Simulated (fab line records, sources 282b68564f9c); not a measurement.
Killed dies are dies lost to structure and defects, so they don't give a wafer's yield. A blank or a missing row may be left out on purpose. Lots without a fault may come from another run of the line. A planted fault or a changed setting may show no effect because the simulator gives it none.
Which tool did it? | flow rit_cmos | 14 lots, 42 wafers sampled, at 2 steps of a route of 202

WHAT THE GAUGES READ, wafer by wafer
RIT_NRETRO_TW_MEAS_10.
lot  | measured    | on            | NRETRO_TW
L645 | day 2 06:07 | film_metro-03 | 1055 1054 1050
L646 | day 2 10:56 | film_metro-04 | 1046 1053 1046
L648 | day 2 21:42 | film_metro-04 | 1046 1046 1050
L649 | day 3 02:02 | film_metro-03 | 1052 1047 1048
L650 | day 3 06:43 | film_metro-04 | 1027 1032 1033
L651 | day 3 11:44 | film_metro-04 | 1283 1290 1289 1289 1290 1288
L652 | day 3 17:12 | film_metro-02 | 1291 1295 1294 1293 1295 1299
L653 | day 3 22:28 | film_metro-02 | 1046 1040 1036
L658 | day 4 23:32 | film_metro-02 | 1038 1031 1041
L662 | day 5 20:37 | film_metro-04 | 1041 1042 1040
L663 | day 6 00:49 | film_metro-03 | 1052 1049 1049
L664 | day 6 06:15 | film_metro-04 | 1036 1038 1043
L665 | day 6 11:01 | film_metro-02 | 1041 1040 1045
L668 | day 7 02:06 | film_metro-04 | 1038 1038 1032

WHICH TOOL RAN EACH LOT (tool, then ch and the chambers of the sampled wafers, then the start)
lot  | RIT_NRETRO_IMPLANT_08
L645 | implanter-03 ch 0, day 2 05:48
L646 | implanter-02 ch 0, day 2 10:40
L648 | implanter-04 ch 0, day 2 21:23
L649 | implanter-04 ch 0, day 3 01:42
L650 | implanter-02 ch 0, day 3 06:25
L651 | implanter-04 ch 0, day 3 11:07
L652 | implanter-03 ch 0, day 3 16:34
L653 | implanter-04 ch 0, day 3 22:11
L658 | implanter-03 ch 0, day 4 23:14
L662 | implanter-04 ch 0, day 5 20:17
L663 | implanter-03 ch 0, day 6 00:31
L664 | implanter-04 ch 0, day 6 05:58
L665 | implanter-03 ch 0, day 6 10:41
L668 | implanter-04 ch 0, day 7 01:47
- RIT_NRETRO_IMPLANT_08

WHAT THE TOOLS THEMSELVES READ (means of the sampled wafers that have a number; where no wafer has one, the mark that the record gives instead)
RIT_NRETRO_IMPLANT_08.
lot  | tool         | beam_energy_keV | end_station_pressure_torr (Torr)
L645 | implanter-03 | 69.977          | 5.11e-06
L646 | implanter-02 | 69.943          | 4.79e-06
L648 | implanter-04 | 69.992          | 4.61e-06
L649 | implanter-04 | 70.023          | 5.17e-06
L650 | implanter-02 | 70.002          | 4.93e-06
L651 | implanter-04 | 70.014          | 4.84e-06
L652 | implanter-03 | 70.003          | 4.87e-06
L653 | implanter-04 | 69.967          | 5.02e-06
L658 | implanter-03 | 69.987          | 5.04e-06
L662 | implanter-04 | 69.996          | 5.00e-06
L663 | implanter-03 | 70.024          | 4.86e-06
L664 | implanter-04 | 70.003          | 4.93e-06
L665 | implanter-03 | 70.017          | 4.84e-06
L668 | implanter-04 | 69.985          | 4.83e-06

THE ANSWER, worked out from the rows above alone
Rule: what is usual is taken from the lots themselves. Put in order of their means at a reading, lots are off if they are a third of the lots or fewer, leave a main group of 4 or more, and stand apart from it by a gap of 3 or more times the standard deviation of the main group's means; of several such gaps the widest counts. A main group whose means are all the same, to the digits that the tables above print for the reading, isn't used. A lot without any number at a reading at which 4 lots or more have one is off too. The other lots that the step has rows for count as sound. The gauges are gone through in route order, then the tools' own readings, and for those a lot's mean is taken as printed above. The first step at which some lot is off is used, and at that step the reading that is off furthest; a lot without a number counts as furthest.
Off: L651, L652, at RIT_NRETRO_TW_MEAS_10 (NRETRO_TW). The main group: mean 1043, standard deviation 6.5.
A tool fits if, at a process step before that reading, it ran every lot that is off, and no sound lot after the first of them. The gauges at RIT_NRETRO_TW_MEAS_10 are tried like those tools. None of those tried fits.

WHAT THE SIMULATOR HAD PUT IN
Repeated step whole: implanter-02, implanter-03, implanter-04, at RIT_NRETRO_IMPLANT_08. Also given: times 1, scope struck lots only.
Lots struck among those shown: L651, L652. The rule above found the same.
